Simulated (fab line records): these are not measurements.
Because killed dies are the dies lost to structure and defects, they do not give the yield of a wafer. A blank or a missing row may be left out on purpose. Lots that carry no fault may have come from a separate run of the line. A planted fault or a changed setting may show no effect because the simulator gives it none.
What tool caused it?	flow berkeley-cmos170	7 lots with 21 wafers sampled at 3 steps, on a route of 331 steps

WHAT EACH GAUGE READ, for each wafer
UCB170_V1_THK_MEAS_01.
lot	measured	on	V1_TEOS_THK (nm)
L644	day 8 16:49	film-metro-02	1993 2042 2030
L648	day 9 07:57	film-metro-01	2008 2062 2033
L653	day 10 05:12	film-metro-01	1958 2047 2048
L654	day 10 22:55	film-metro-02	1964 2014 1977
L658	day 11 16:24	film-metro-04	1784 1760 1792
L662	day 12 04:11	film-metro-01	1807 1830 1847
L665	day 12 18:38	film-metro-02	1926 2000 1979

WHICH TOOL RAN EACH LOT (tool, then ch and the chambers of the sampled wafers, then the start)
lot	UCB170_CONTACT_STRIP_06	UCB170_V1_CVD_00
L644	plasma-asher-02 ch 0,1, day 8 10:38	pecvd-01 ch 0,2, day 8 16:38
L648	plasma-asher-01 ch 0,1, day 9 01:09	pecvd-04 ch 1,2, day 9 07:46
L653	plasma-asher-02 ch 0,1, day 9 23:16	pecvd-01 ch 1,2, day 10 05:03
L654	plasma-asher-01 ch 0,1, day 10 15:46	pecvd-03 ch 0,1, day 10 22:46
L658	plasma-asher-01 ch 0,1, day 11 08:13	pecvd-04 ch 1,2, day 11 16:14
L662	plasma-asher-02 ch 0,1, day 11 21:31	pecvd-04 ch 0,1,2, day 12 04:01
L665	plasma-asher-02 ch 0,1, day 12 12:10	pecvd-03 ch 0,1, day 12 18:28
- UCB170_CONTACT_STRIP_06: strips in O2.
- UCB170_V1_CVD_00: deposits SiO2 from TEOS/O2, target thk 2000 nm, time 250 s.

THE ANSWER, worked out from the rows above alone
Rule: what is usual is taken from the lots themselves. The widest of any qualifying gaps counts: lots, ordered by their means at a reading, are off when they make up no more than a third of the lots, leave a main group of 4 or more, and stand apart from it by 3 or more times the standard deviation of that group's means. The tables above print the reading to a certain number of digits; a main group whose means all agree to those digits is not used. Also off: a lot with no number at a reading for which 4 or more lots have one. All remaining lots with rows at the step are treated as sound.
Off: L658, L662, at UCB170_V1_THK_MEAS_01 (V1_TEOS_THK). The main group: mean 2005 nm, standard deviation 25.
If a tool, at a process step before that reading, ran all the lots that are off and no sound lot after the first of them, it fits. Those tools and the gauges at UCB170_V1_THK_MEAS_01 are tried in the same way. One fits: pecvd-04 at UCB170_V1_CVD_00. Its last sound lot is L648 (day 9 07:46), its first lot that is off L658 (day 11 16:14): a fault that began between those two fits.

WHAT WAS PUT IN BY THE SIMULATOR
Site profile drift: pecvd-04, from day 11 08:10 on, at UCB170_V1_CVD_00. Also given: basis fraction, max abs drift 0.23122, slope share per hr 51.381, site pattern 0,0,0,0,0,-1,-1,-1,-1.
Struck lots among those shown: L658, L662. Same finding as the rule above.
